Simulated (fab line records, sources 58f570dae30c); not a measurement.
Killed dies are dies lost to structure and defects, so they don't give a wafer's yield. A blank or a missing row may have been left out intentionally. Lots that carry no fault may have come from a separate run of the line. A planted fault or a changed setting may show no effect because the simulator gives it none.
Which tool was responsible? :: flow berkeley-cmos170 :: 7 lots, 21 wafers sampled, at 3 steps of a route of 331

## WHAT THE GAUGES READ, wafer by wafer
UCB170_M1_CD_MEAS_90: the cd target is 700 nm.
lot: L766
measured: day 7 10:13
on: cd-sem-01
cd-nm (nm): 698.6 696.0 696.5

lot: L770
measured: day 8 14:33
on: cd-sem-01
cd-nm (nm): 695.5 698.9 698.6

lot: L771
measured: day 8 17:58
on: cd-sem-01
cd-nm (nm): 692.3 696.8 699.8

lot: L774
measured: day 9 03:54
on: cd-sem-02
cd-nm (nm): 698.7 697.9 698.0

lot: L777
measured: day 10 05:27
on: cd-sem-02
cd-nm (nm): 702.5 697.8 674.5

lot: L785
measured: day 10 18:36
on: cd-sem-01
cd-nm (nm): 695.3 698.1 695.2

lot: L786
measured: day 11 07:50
on: cd-sem-01
cd-nm (nm): 702.1 700.3 701.6

## EACH LOT AND THE TOOL THAT RAN IT (in order: tool; ch and the chambers of the sampled wafers; start)
lot: L766
UCB170_M1_METAL_ETCH_12: rie-metal-04 ch 0,1, day 7 09:59
UCB170_M1_STRIP_13: plasma-asher-03 ch 0, day 7 10:07

lot: L770
UCB170_M1_METAL_ETCH_12: rie-metal-03 ch 0,1, day 8 14:19
UCB170_M1_STRIP_13: plasma-asher-02 ch 0,1, day 8 14:26

lot: L771
UCB170_M1_METAL_ETCH_12: rie-metal-04 ch 0,1, day 8 17:43
UCB170_M1_STRIP_13: plasma-asher-02 ch 0,1, day 8 17:52

lot: L774
UCB170_M1_METAL_ETCH_12: rie-metal-04 ch 0,1, day 9 03:40
UCB170_M1_STRIP_13: plasma-asher-03 ch 0,1, day 9 03:48

lot: L777
UCB170_M1_METAL_ETCH_12: rie-metal-03 ch 0,1, day 10 05:12
UCB170_M1_STRIP_13: plasma-asher-01 ch 0,1, day 10 05:20

lot: L785
UCB170_M1_METAL_ETCH_12: rie-metal-04 ch 0,1, day 10 18:22
UCB170_M1_STRIP_13: plasma-asher-03 ch 0,1, day 10 18:30

lot: L786
UCB170_M1_METAL_ETCH_12: rie-metal-04 ch 0,1, day 11 07:35
UCB170_M1_STRIP_13: plasma-asher-02 ch 0, day 11 07:43
- UCB170_M1_METAL_ETCH_12: etches Al in Cl2/BCl3, stops on PSG, target depth 780 nm, time 130 s.
- UCB170_M1_STRIP_13: strips in O2.

## THE ANSWER, worked out from the rows above alone
Rule: usual is defined by the lots themselves. The widest of any qualifying gaps counts: lots, ordered by their means at a reading, are off when they make up no more than a third of the lots, leave a main group of 4 or more, and stand apart from it by 3 or more times the standard deviation of that group's means. If all means in a main group match to the digits the tables above print for the reading, that group is not used. Also off: a lot with no number at a reading for which 4 or more lots have one. Where the step has rows for the other lots, those lots are counted as sound.
No lot is off on any of the readings shown, so nothing can be concluded from this.

## WHAT THE SIMULATOR HAD INSERTED
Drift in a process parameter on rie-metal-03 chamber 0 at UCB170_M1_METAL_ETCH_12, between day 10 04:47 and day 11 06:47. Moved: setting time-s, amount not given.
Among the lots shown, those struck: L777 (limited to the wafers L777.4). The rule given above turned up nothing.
